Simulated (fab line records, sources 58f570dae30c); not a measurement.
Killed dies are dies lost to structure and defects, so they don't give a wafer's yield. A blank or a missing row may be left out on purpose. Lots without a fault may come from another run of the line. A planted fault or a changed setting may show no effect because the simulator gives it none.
A struck lot beside a sound one | flow berkeley_cmos170 | 16 steps out of a route of 331
Sound: wafers L127.2, L127.4, L127.6. Struck: wafers L137.2, L137.6. (L137.1 of the same lot was not struck and is left out.) The cause comes at the end.
At each step with rows: each side's tool, then ch and its chambers, then its first start. Under that, the readings that differ: sound wafers | struck wafers | difference of the means | sigmas: that difference in standard deviations of wafers without a fault.
alike: readings whose means differ by less than 2 such deviations, and words and numbers that are the same on both sides. not compared: withheld readings, readings that some wafer has no value for, bounds like >300 that may hide the same value, and numbers for which the record gives no deviation and whose values overlap.
The two part at a step that has a row with sigmas, a row that says differs or no value, or rows on one side only. Numbers that don't overlap but have no deviation are shown without sigmas and don't part them. A reading that every wafer of one side lacks parts them only if that side has two wafers or more.

first, 5 steps without rows for these wafers: UCB170_M1_COAT_04 (resist thk 900 nm); UCB170_M1_SOFTBAKE_05 (time 60 s); UCB170_M1_EXPOSE_06 (exposes mask METAL1, target cd 700 nm); UCB170_M1_PEB_07; UCB170_M1_DEVELOP_08 (develop time 45 s).
UCB170_M1_CD_MEAS_09: target cd 700 nm.
  sound on cd_sem-02, day 8 07:31; struck on cd_sem-02, day 10 21:08
  alike: cd_nm
UCB170_M1_OVL_MEAS_10:
  sound on overlay-02, day 8 07:37; struck on overlay-02, day 10 21:16
  alike: M1_OVL
UCB170_M1_ETCH_11: etches BARC in N2/H2.
  sound on rie_diel-03 ch 0,1,2, day 8 07:39; struck on rie_diel-04 ch 2, day 10 21:17
  reading               | sound             | struck      | difference | sigmas
  oes_product_au (a.u.) | 0.988 0.986 1.000 | 1.031 1.021 | +0.035     | +2
  alike: drypump_motor_current_A, throttle_valve_pct
UCB170_M1_METAL_ETCH_12: etches Al in Cl2/BCl3, stops on PSG, target depth 780 nm, time 130 s.
  sound on rie_metal-02 ch 0, day 8 07:41; struck on rie_metal-01 ch 1, day 10 21:20
  alike: drypump_motor_current_A, oes_product_au, throttle_valve_pct
  not compared: rf_hours_counter_h
UCB170_M1_STRIP_13: strips in O2.
  sound on plasma_asher-01 ch 0,1, day 8 07:49; struck on plasma_asher-01 ch 0, day 10 21:28
  alike: drypump_motor_current_A, oes_product_au
  not compared: rf_hours_counter_h
UCB170_M1_CD_MEAS_90: target cd 700 nm.
  sound on cd_sem-02, day 8 07:56; struck on cd_sem-01, day 10 21:34
  alike: cd_nm
then, 1 step without rows for these wafers: UCB170_M1_ANNEAL_14 (time 1200 s).
UCB170_V1_CVD_00: deposits SiO2 from TEOS/O2, target thk 2000 nm, time 250 s.
  sound on pecvd-02 ch 0,1, day 8 09:23; struck on pecvd-02 ch 0, day 10 23:34
  reading                             | sound          | struck    | difference | sigmas
  model.SiO2_of_V1_CVD_00.thk_nm (nm) | 1969 1999 1984 | 2177 2207 | +208       |
  alike: heater_power_w
UCB170_V1_THK_MEAS_01:
  sound on film_metro-01, day 8 09:32; struck on film_metro-04, day 10 23:43
  reading          | sound          | struck    | difference | sigmas
  V1_TEOS_THK (nm) | 1969 2000 1985 | 2177 2207 | +207       | +8
UCB170_V1_CMP_02: polishes SiO2.
  sound on cmp-02 ch 0,2,3, day 8 09:41; struck on cmp-01 ch 1,2, day 10 23:47
  alike: motor_current_A
UCB170_M3_PROBE_99:
  the record has rows for the struck wafers here (prober-02, day 11 14:45) and none for the sound ones

WHERE THEY PART
First at UCB170_M1_ETCH_11; last, within this record, at UCB170_M3_PROBE_99.

WHY: what the simulator had put in
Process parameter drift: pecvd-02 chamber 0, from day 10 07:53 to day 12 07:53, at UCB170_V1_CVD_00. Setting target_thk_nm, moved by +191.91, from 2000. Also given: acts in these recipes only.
